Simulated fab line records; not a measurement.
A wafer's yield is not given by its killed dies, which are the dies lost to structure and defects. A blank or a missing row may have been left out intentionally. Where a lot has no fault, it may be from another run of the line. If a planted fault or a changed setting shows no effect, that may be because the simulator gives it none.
The tool behind it: which one? -- flow berkeley-cmos170 -- 42 wafers from 14 lots sampled at 4 of the route's 331 steps

== WHAT EACH GAUGE READ, for each wafer ==
UCB170_START_BOW_MEAS_00. Usual: for INCOMING_BOW the level is -1 um and the standard deviation is 7.
lot,measured,on,INCOMING_BOW (um),flag
L200,day 1 10:02,film-metro-02,8 4 -4,
L203,day 2 01:01,film-metro-02,-6 6 3,
L204,day 2 06:00,film-metro-03,-8 -14 -14,
L205,day 2 11:02,film-metro-02,4 -14 -10,
L207,day 2 21:02,film-metro-01,11 9 -2,
L208,day 3 02:02,film-metro-02,2 3 -17,
L212,day 3 22:01,film-metro-01,-6 1 -11,
L215,day 4 13:00,film-metro-01,-1 7 -14,
L217,day 4 23:00,film-metro-03,1 -1 -8,
L218,day 5 04:00,film-metro-02,-1 -3 4,
L219,day 5 09:01,film-metro-01,-9 7 0,
L220,day 5 14:00,film-metro-03,-11 1 3,
L222,day 6 00:00,film-metro-01,-8 3 -18,
L223,day 6 05:00,film-metro-03,-5 6 9,

UCB170_PWELL_TW_MEAS_17. Usual: for PWELL_TW the level is 374.9 and the standard deviation is 2.2.
lot,measured,on,PWELL_TW,flag
L200,day 3 06:57,film-metro-03,373.5 375.4 373.0,
L203,day 4 00:26,film-metro-01,378.2 377.8 378.5,
L204,day 4 00:26,film-metro-04,374.8 372.5 375.6,
L205,day 4 11:47,film-metro-04,371.0 369.9 370.7,
L207,day 4 20:01,film-metro-03,376.7 375.7 376.1,
L208,day 4 20:13,film-metro-04,372.7 373.2 374.6,
L212,day 5 23:36,film-metro-01,375.2 376.9 375.6,
L215,day 6 10:47,film-metro-03,376.4 374.5 375.2,
L217,day 6 23:47,film-metro-04,373.1 373.5 373.3,
L218,day 7 04:24,film-metro-03,373.6 376.9 374.8,
L219,day 7 04:08,film-metro-03,376.8 375.2 374.6,
L220,day 7 10:15,film-metro-04,377.0 375.9 377.6,
L222,day 7 23:44,film-metro-04,377.2 378.7 377.7,
L223,day 7 23:49,film-metro-01,371.3 373.3 372.4,

== WHICH TOOL RAN EACH LOT (tool, then ch and the chambers of the sampled wafers, then the start) ==
lot,UCB170_PWELL_DEVELOP_12,UCB170_PWELL_STRIP_16
L200,"litho-track-04 ch 0, day 3 06:00","plasma-asher-01 ch 0,1, day 3 06:52"
L203,"litho-track-01 ch 0, day 3 23:00","plasma-asher-03 ch 0,1, day 4 00:20"
L204,"litho-track-04 ch 0, day 3 23:00","plasma-asher-01 ch 0,1, day 4 00:20"
L205,"litho-track-01 ch 0, day 4 11:00","plasma-asher-01 ch 0,1, day 4 11:41"
L207,"litho-track-01 ch 0, day 4 19:00","plasma-asher-03 ch 0,1, day 4 19:55"
L208,"litho-track-04 ch 0, day 4 19:00","plasma-asher-03 ch 0,1, day 4 20:08"
L212,"litho-track-04 ch 0, day 5 23:00","plasma-asher-02 ch 0,1, day 5 23:29"
L215,"litho-track-04 ch 0, day 6 10:00","plasma-asher-01 ch 0,1, day 6 10:41"
L217,"litho-track-01 ch 0, day 6 23:00","plasma-asher-02 ch 0, day 6 23:41"
L218,"litho-track-02 ch 0, day 7 03:00","plasma-asher-02 ch 0,1, day 7 04:18"
L219,"litho-track-02 ch 0, day 7 03:00","plasma-asher-03 ch 0,1, day 7 04:02"
L220,"litho-track-01 ch 0, day 7 09:00","plasma-asher-01 ch 1, day 7 10:09"
L222,"litho-track-02 ch 0, day 7 23:00","plasma-asher-03 ch 0,1, day 7 23:38"
L223,"litho-track-01 ch 0, day 7 23:00","plasma-asher-01 ch 0, day 7 23:43"
- UCB170_PWELL_DEVELOP_12: develop time 45 s.
- UCB170_PWELL_STRIP_16: strips in O2.

== WHAT THE TOOLS THEMSELVES READ (means of the sampled wafers that have a number; where no wafer has one, the mark that the record gives instead) ==
UCB170_PWELL_DEVELOP_12. Usual: developer-temp-C at 20.99 C, with a standard deviation of 0.11.
lot,tool,developer-temp-C (C),flag
L200,litho-track-04,20.95,
L203,litho-track-01,21.05,
L204,litho-track-04,20.88,
L205,litho-track-01,20.91,
L207,litho-track-01,21.04,
L208,litho-track-04,21.00,
L212,litho-track-04,21.84,OFF
L215,litho-track-04,21.71,OFF
L217,litho-track-01,20.91,
L218,litho-track-02,21.02,
L219,litho-track-02,20.90,
L220,litho-track-01,21.10,
L222,litho-track-02,21.03,
L223,litho-track-01,20.97,

UCB170_PWELL_STRIP_16. Usual: drypump-motor-current-A 5.7 A, standard deviation 0.42; oes-product-au 0.721 a.u., standard deviation 0.0046; strip-time-to-endpoint-s 18.07 s, standard deviation 0.1.
lot,tool,drypump-motor-current-A (A),oes-product-au (a.u.),strip-time-to-endpoint-s (s),flag
L200,plasma-asher-01,5.6,0.722,18.09,
L203,plasma-asher-03,5.6,0.719,18.09,
L204,plasma-asher-01,5.7,0.719,18.07,
L205,plasma-asher-01,5.6,0.728,18.04,
L207,plasma-asher-03,5.7,0.719,17.94,
L208,plasma-asher-03,5.7,0.725,17.90,
L212,plasma-asher-02,5.7,0.721,18.14,
L215,plasma-asher-01,5.6,0.722,18.21,
L217,plasma-asher-02,6.2,0.717,18.02,
L218,plasma-asher-02,6.0,0.719,18.06,
L219,plasma-asher-03,6.0,0.720,17.99,
L220,plasma-asher-01,5.7,0.726,18.04,
L222,plasma-asher-03,5.7,0.721,18.10,
L223,plasma-asher-01,5.5,0.725,18.17,

== THE ANSWER, worked out from the rows above alone ==
Rule: a lot counts as off when the mean over its wafers that have a number is more than 3 standard deviations away from the usual mean. A lot without any number at a reading at which 4 lots or more have one is off too. All remaining lots with rows at the step are treated as sound. The gauges are gone through in route order, then the tools' own readings, and for those a lot's mean is taken as printed above. At the first step where some lot is off, the reading lying furthest off is the one used; lots without a number count as furthest.
Off, at UCB170_PWELL_DEVELOP_12 on developer-temp-C: L212, L215.
A tool fits if, at that step or a process step before it, it ran every lot that is off, and no sound lot after the first of them. One fits: litho-track-04 at UCB170_PWELL_DEVELOP_12. A fault onset in the window from L208 (day 4 19:00, its last sound lot) to L212 (day 5 23:00, its first lot off) fits.
The tool's own readings at UCB170_PWELL_DEVELOP_12 bear it out: on the lots that are off they differ by more than 5 times the standard deviation of the sound lots' means. developer-temp-C reads 21.77 C there against 20.98 C on the sound lots.

== WHAT WAS PUT IN BY THE SIMULATOR ==
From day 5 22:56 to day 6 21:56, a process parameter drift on litho-track-04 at UCB170_PWELL_DEVELOP_12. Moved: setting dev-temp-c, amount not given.
Lots struck among those shown: L212, L215. The rule above reached the same finding.
